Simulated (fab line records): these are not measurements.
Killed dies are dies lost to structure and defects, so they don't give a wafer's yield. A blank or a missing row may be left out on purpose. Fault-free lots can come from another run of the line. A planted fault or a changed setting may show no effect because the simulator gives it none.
Which of the tools did it? -- flow rit cmos -- Sampling: 14 lots, 42 wafers, 4 of 202 route steps

WHAT THE GAUGES READ, wafer by wafer
RIT_WELLDRIVE_RS_MEAS_02: the measuring method here is four-point-probe. Usual: PWELL_RS 430.7 ohm/sq, standard deviation 0.99.
lot,measured,on,PWELL_RS (ohm/sq),flag
L919,day 2 06:58,film metro-03,430.8 430.5 429.7,
L920,day 2 11:14,film metro-03,432.8 431.4 432.5,
L921,day 2 15:19,film metro-01,430.8 431.2 431.2,
L924,day 3 07:17,film metro-04,430.4 430.2 429.8,
L925,day 3 12:23,film metro-04,428.4 429.1 429.6,
L926,day 3 16:36,film metro-03,430.6 430.2 429.3,
L927,day 3 21:24,film metro-03,429.4 430.0 429.9,
L928,day 4 02:28,film metro-04,430.0 428.9 429.6,
L929,day 4 08:25,film metro-04,430.3 430.8 431.3,
L932,day 5 00:15,film metro-04,429.8 430.7 430.5,
L936,day 5 18:59,film metro-03,431.4 430.9 430.7,
L939,day 6 12:32,film metro-04,430.9 431.5 430.9,
L941,day 6 21:58,film metro-01,430.5 430.6 430.3,
L942,day 7 04:01,film metro-01,431.8 431.5 432.2,

RIT_PRETRO_TW_MEAS_10. Usual: PRETRO_TW 475, standard deviation 4.8.
lot,measured,on,PRETRO_TW,flag
L919,day 2 10:21,film metro-02,478 478 475,
L920,day 2 14:23,film metro-01,473 472 473,
L921,day 2 18:35,film metro-02,478 477 478,
L924,day 3 10:32,film metro-03,464 466 466,
L925,day 3 15:43,film metro-01,470 470 470,
L926,day 3 19:53,film metro-03,469 468 468,
L927,day 4 00:40,film metro-02,481 478 479,
L928,day 4 05:45,film metro-01,470 473 472,
L929,day 4 11:43,film metro-03,469 471 471,
L932,day 5 03:34,film metro-01,472 474 471,
L936,day 5 22:16,film metro-03,466 471 470,
L939,day 6 15:48,film metro-02,480 479 480,
L941,day 7 01:07,film metro-02,483 480 485,
L942,day 7 07:11,film metro-02,481 481 483,

RIT_NLDD_TW_MEAS_10. Usual: NLDD_TW 2495, standard deviation 20.
lot,measured,on,NLDD_TW,flag
L919,day 2 21:44,film metro-04,2494 2496 2497,
L920,day 3 00:32,film metro-02,2526 2513 2511,
L921,day 3 05:50,film metro-01,2465 2470 2471,
L924,day 3 20:26,film metro-01,2448 2478 2474,
L925,day 4 04:04,film metro-01,2479 2471 2475,
L926,day 4 06:35,film metro-01,2481 2491 2469,
L927,day 4 14:17,film metro-02,2511 2521 2519,
L928,day 4 19:01,film metro-04,2508 2489 2493,
L929,day 4 22:22,film metro-04,2488 2492 2471,
L932,day 5 13:14,film metro-04,2475 2472 2490,
L936,day 6 08:28,film metro-04,2495 2476 2492,
L939,day 7 08:01,film metro-01,2468 2474 2470,
L941,day 7 17:37,film metro-02,2528 2546 2525,
L942,day 8 05:34,film metro-02,2521 2528 2530,

WHICH TOOL RAN EACH LOT (tool, then ch and the chambers of the sampled wafers, then the start)
lot,RIT_FOX1_OXIDATION_00
L919,"furnace-04 ch 0, day 1 18:12"
L920,"furnace-01 ch 0, day 1 22:34"
L921,"furnace-03 ch 0, day 2 03:12"
L924,"furnace-03 ch 0, day 2 18:10"
L925,"furnace-03 ch 0, day 2 23:07"
L926,"furnace-03 ch 0, day 3 04:06"
L927,"furnace-03 ch 0, day 3 08:23"
L928,"furnace-01 ch 0, day 3 13:22"
L929,"furnace-04 ch 0, day 3 19:01"
L932,"furnace-04 ch 0, day 4 11:20"
L936,"furnace-01 ch 0, day 5 06:14"
L939,"furnace-01 ch 0, day 5 21:40"
L941,"furnace-01 ch 0, day 6 07:49"
L942,"furnace-04 ch 0, day 6 12:22"
- RIT_FOX1_OXIDATION_00: target thk 350.7 nm, ox time 1130 s.

WHAT THE TOOLS THEMSELVES READ (means of the sampled wafers that have a number; where no wafer has one, the mark that the record gives instead)
RIT_FOX1_OXIDATION_00. Usual: spike tc centre C 1102.2 C, standard deviation 1.2; spike tc load C 1126.2 C, standard deviation 2.2; spike tc source C 1127.6 C, standard deviation 1.5; tube center temp C 1100 C, standard deviation 0.1; tube_center_temp_C_max 1102.9, standard deviation 0.48.
lot,tool,spike tc centre C (C),spike tc load C (C),spike tc source C (C),tube center temp C (C),tube_center_temp_C_max,flag
L919,furnace-04,1102.7,1129.2,1129.0,1100,1103.2,
L920,furnace-01,1102.3,1125.1,1125.6,1100,1102.6,
L921,furnace-03,1101.7,1123.7,1127.7,1100,1103.1,
L924,furnace-03,1100.8,1123.5,1128.3,1100,1103.1,
L925,furnace-03,1101.1,1123.9,1127.9,1100,1102.8,
L926,furnace-03,1087.2,1108.8,1112.2,1085,1088.2,OFF
L927,furnace-03,1087.9,1108.1,1112.6,1085,1088.1,OFF
L928,furnace-01,1101.5,1125.5,1126.6,1100,1103.2,
L929,furnace-04,1102.4,1128.8,1128.5,1100,1102.3,
L932,furnace-04,1101.7,1129.0,1128.9,1100,1103.2,
L936,furnace-01,1102.6,1126.0,1126.7,1100,1103.0,
L939,furnace-01,1102.0,1125.8,1126.5,1100,1102.8,
L941,furnace-01,1102.0,1126.3,1125.8,1100,1103.6,
L942,furnace-04,1102.0,1129.2,1129.3,1100,1102.7,

THE ANSWER, worked out from the rows above alone
Rule: a lot counts as off when the mean over its wafers that have a number is more than 3 standard deviations away from the usual mean. Also off: a lot with no number at a reading for which 4 or more lots have one. Where the step has rows for the other lots, those lots are counted as sound. Order of review: gauges by route order, followed by the tools' own readings, for which a lot's mean as printed above is used. At the first step where some lot is off, the reading lying furthest off is the one used; lots without a number count as furthest.
Off at RIT_FOX1_OXIDATION_00 (tube center temp C): L926, L927.
If a tool, at that step or one of the process steps before it, ran each lot that is off and ran no sound lot following the first of them, it fits. One fits: RIT_FOX1_OXIDATION_00 on furnace-03. A fault onset in the window from L925 (day 2 23:07, its last sound lot) to L926 (day 3 04:06, its first lot off) fits.
The tool's own readings at RIT_FOX1_OXIDATION_00 bear it out: on the lots that are off they differ by more than 5 times the standard deviation of the sound lots' means. spike tc centre C reads 1087.6 C there against 1101.9 C on the sound lots; spike tc load C reads 1108.4 C there against 1126.3 C on the sound lots; spike tc source C reads 1112.4 C there against 1127.6 C on the sound lots; tube center temp C reads 1085 C there against 1100 C on the sound lots; tube_center_temp_C_max reads 1088.2 there against 1103.0 on the sound lots.

WHAT THE SIMULATOR HAD PUT IN
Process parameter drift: furnace-03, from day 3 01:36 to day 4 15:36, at RIT_FOX1_OXIDATION_00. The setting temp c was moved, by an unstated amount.
Shown lots that were struck: L926, L927. The rule given above showed the same thing.
